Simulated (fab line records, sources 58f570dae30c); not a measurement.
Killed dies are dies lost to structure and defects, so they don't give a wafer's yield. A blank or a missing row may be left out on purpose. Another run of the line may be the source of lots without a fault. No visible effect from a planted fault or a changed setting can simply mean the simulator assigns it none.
Split-lot study    flow berkeley cmos170    23 wafers read across 5 lots, on a route 331 steps long

ABOUT THE SPLIT
At UCB170_M3_COAT_05 (resist thk 900 nm), the setting spin rpm was moved away from the recipe's 1500 rpm on 8 of the 23 wafers read, by -5.4% to +7.5%. This setting was run at the recipe's value on the other wafers.

Reading taken at the split's own step.

THE READING
KrF_of_M3_COAT_05.thk nm (the simulator's own value, which no gauge read), in nm, at UCB170_M3_COAT_05 (resist thk 900 nm). The file gives no usual value for it. Average 903.6 nm, standard deviation 2.5 nm, over the 15 wafers here run with the recipe.

wafer   tool, chamber at the split  spin rpm as run, rpm  against the recipe  KrF_of_M3_COAT_05.thk nm, nm  against lot-mates on the recipe
L075.1  litho track-03, 0           1419                  -5.4%               927.1                         +24.2
L075.2  litho track-03, 0           1500                  recipe              902.8                         -
L075.4  litho track-03, 0           1500                  recipe              901.1                         -
L075.5  litho track-03, 0           1500                  recipe              904.8                         -
L075.6  litho track-03, 0           1419                  -5.4%               930.6                         +27.7
L074.1  litho track-04, 0           1605                  +7.0%               876.1                         -25.6
L074.2  litho track-04, 0           1500                  recipe              900.9                         -
L074.4  litho track-04, 0           1500                  recipe              902.5                         -
L074.5  litho track-04, 0           1605                  +7.0%               872.7                         -29.0
L074.6  litho track-04, 0           1605                  +7.0%               873.5                         -28.2
L077.1  litho track-03, 0           1500                  recipe              907.7                         -
L077.2  litho track-03, 0           1500                  recipe              903.9                         -
L077.3  litho track-03, 0           1500                  recipe              908                           -
L077.4  litho track-03, 0           1500                  recipe              904.7                         -
L077.5  litho track-03, 0           1500                  recipe              906.1                         -
L079.2  litho track-04, 0           1612                  +7.5%               870.8                         -28.8
L079.3  litho track-04, 0           1612                  +7.5%               868                           -31.6
L079.4  litho track-04, 0           1500                  recipe              899.3                         -
L079.5  litho track-04, 0           1500                  recipe              899.9                         -
L079.6  litho track-04, 0           1612                  +7.5%               868.5                         -31.1
L078.1  litho track-01, 0           1500                  recipe              904.9                         -
L078.3  litho track-01, 0           1500                  recipe              904.4                         -
L078.6  litho track-01, 0           1500                  recipe              903.5                         -

FIT RESULTS
A straight line over all 23 wafers: KrF_of_M3_COAT_05.thk nm changes by -4.49 nm for each +1% of spin rpm; r = -0.99; the points scatter about the line by 2.5 nm.
The same after taking each lot's own level away (the mean of its wafers on the recipe; 23 wafers): -4.2 nm for each +1%; r = -0.99; scatter 1.7 nm.
The reading moves by 31 nm for the largest change in spin rpm, on that fit.
The span of the lots' own levels, 899.60 to 906.08 nm, comes to 2.6 times the standard deviation stated above.
The two slopes agree, so the slope changes little with the lot-to-lot level.
Check: with one of the wafers moved furthest among these (+7.5%) left out of the fit, the line predicts -31.1 nm for it against its lot-mates. Against them it came out at -28.8 nm.

ADDITIONAL SPLITS CARRIED BY THESE WAFERS
Note: prior to the reading, these wafers also went through further splits. Each is held against what the fit with the lots' levels taken away leaves over:
other split on the same wafers  wafers away from the commonest value  r with KrF_of_M3_COAT_05.thk nm (lot level and that fit taken away)
UCB170_V2_PEB_10 peb temp c     5                                     -0.05

THE WHOLE CHAIN: every reading that the file lists as answering this split, in the file's order
step                what it does       reading                                                                    change (the file's fit)               r (the file's)
UCB170_M3_COAT_05   resist thk 900 nm  KrF_of_M3_COAT_05.thk nm (the simulator's own value, which no gauge read)  -4.19 nm for each +1% of the setting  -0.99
UCB170_M3_STRIP_07  strips in O2       strip time to endpoint s                                                   withheld for each +1% of the setting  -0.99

THE FILE'S OWN FIT
KrF_of_M3_COAT_05.thk nm changes by -4.19 nm for each +1% of spin rpm, r = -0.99.
